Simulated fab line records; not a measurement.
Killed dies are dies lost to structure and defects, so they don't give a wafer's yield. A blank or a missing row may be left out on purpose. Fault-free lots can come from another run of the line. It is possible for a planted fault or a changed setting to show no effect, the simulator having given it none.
Lot-split experiment | flow rit_cmos | 5 lots, 23 wafers read, on a route of 202 steps

ON THE SPLIT
At RIT_NWELL_COAT_01 (resist thk 1300 nm), the setting resist_thk_nm was moved away from the recipe's 1300 nm on 10 of the 23 wafers read, by -4.4% to +5.9%. All remaining wafers had this setting at the recipe value.

FROM THE SPLIT TO THE READING: what the file shows between them, 3 steps
- RIT_NWELL_SOFTBAKE_02: time 60 s
- RIT_NWELL_EXPOSE_03: exposes mask M2, target cd 43900 nm
- RIT_NWELL_DEVELOP_05: develop time 68 s

THE READING
NOVOLAK_of_NWELL_COAT_01.thk_nm (the simulator's own value, which no gauge read), in nm, at RIT_NWELL_HARDBAKE_07 (time 120 s). The file does not state a usual value for it. The 13 wafers here that ran the recipe average 1135 nm, standard deviation 3.1 nm.

wafer  | tool, chamber at the split | resist_thk_nm as run, nm | against the recipe | NOVOLAK_of_NWELL_COAT_01.thk_nm, nm | against lot-mates on the recipe
L077.1 | litho_track-02, 0          | 1351                     | +3.9%              | 1176                                | +40
L077.2 | litho_track-02, 0          | 1351                     | +3.9%              | 1180                                | +44
L077.4 | litho_track-02, 0          | 1351                     | +3.9%              | 1183                                | +48
L077.5 | litho_track-02, 0          | 1300                     | recipe             | 1135                                | -
L077.6 | litho_track-02, 0          | 1300                     | recipe             | 1136                                | -
L079.2 | litho_track-03, 0          | 1300                     | recipe             | 1139                                | -
L079.3 | litho_track-03, 0          | 1300                     | recipe             | 1135                                | -
L079.4 | litho_track-03, 0          | 1267                     | -2.5%              | 1107                                | -30
L079.5 | litho_track-03, 0          | 1300                     | recipe             | 1137                                | -
L079.6 | litho_track-03, 0          | 1267                     | -2.5%              | 1109                                | -28
L080.1 | litho_track-04, 0          | 1300                     | recipe             | 1131                                | -
L080.5 | litho_track-04, 0          | 1300                     | recipe             | 1131                                | -
L080.4 | litho_track-04, 0          | 1300                     | recipe             | 1132                                | -
L081.2 | litho_track-02, 0          | 1243                     | -4.4%              | 1090                                | -45
L081.3 | litho_track-02, 0          | 1300                     | recipe             | 1134                                | -
L081.4 | litho_track-02, 0          | 1243                     | -4.4%              | 1088                                | -47
L081.5 | litho_track-02, 0          | 1300                     | recipe             | 1136                                | -
L081.6 | litho_track-02, 0          | 1243                     | -4.4%              | 1086                                | -49
L083.1 | litho_track-04, 0          | 1377                     | +5.9%              | 1200                                | +62
L083.2 | litho_track-04, 0          | 1377                     | +5.9%              | 1203                                | +65
L083.3 | litho_track-04, 0          | 1300                     | recipe             | 1138                                | -
L083.4 | litho_track-04, 0          | 1300                     | recipe             | 1134                                | -
L083.6 | litho_track-04, 0          | 1300                     | recipe             | 1142                                | -

THE FIT
A straight line over all 23 wafers: NOVOLAK_of_NWELL_COAT_01.thk_nm changes by +11 nm for each +1% of resist_thk_nm; r = +1.00; the points scatter about the line by 2.8 nm.
The same after taking each lot's own level away (the mean of its wafers on the recipe; 23 wafers): +10.9 nm for each +1%; r = +1.00; scatter 2.1 nm.
That fit puts the effect of the largest move of resist_thk_nm on the reading at 65 nm.
Across the lots, their own levels run from 1131.3 to 1138.0 nm, a range of 2.2 times the standard deviation given above.
Hence the lot-to-lot level has little effect on the slope; both slopes agree.
Check: with one of the wafers moved furthest among these (+5.9%) left out of the fit, the line predicts +65.4 nm for it against its lot-mates. It came out at +62 nm against them.

OTHER SPLITS ON THESE WAFERS
These wafers also went through other splits before the reading. Each is held against what the fit with the lots' levels taken away leaves over:
other split on the same wafers    | wafers away from the commonest value | r with NOVOLAK_of_NWELL_COAT_01.thk_nm (lot level and that fit taken away)
RIT_ACTIVE_OXIDATION_01 temp_c    | 15                                   | -0.03
RIT_ACTIVE_EXPOSE_08 dose_mj      | 7                                    | -0.27
RIT_ACTIVE_ETCH_13 over_etch_frac | 6                                    | -0.14
RIT_FOX2_OXIDATION_00 temp_c      | 18                                   | -0.07

THE WHOLE CHAIN: every reading that the file lists as answering this split, in the file's order
step                  | what it does       | reading                                                                          | change (the file's fit)              | r (the file's)
RIT_NWELL_COAT_01     | resist thk 1300 nm | NOVOLAK_of_NWELL_COAT_01.thk_nm (the simulator's own value, which no gauge read) | +12.7 nm for each +1% of the setting | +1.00
RIT_NWELL_HARDBAKE_07 | time 120 s         | NOVOLAK_of_NWELL_COAT_01.thk_nm (the simulator's own value, which no gauge read) | +11 nm for each +1% of the setting   | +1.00

FILE'S OWN FIT
NOVOLAK_of_NWELL_COAT_01.thk_nm changes by +11 nm for each +1% of resist_thk_nm, r = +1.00.
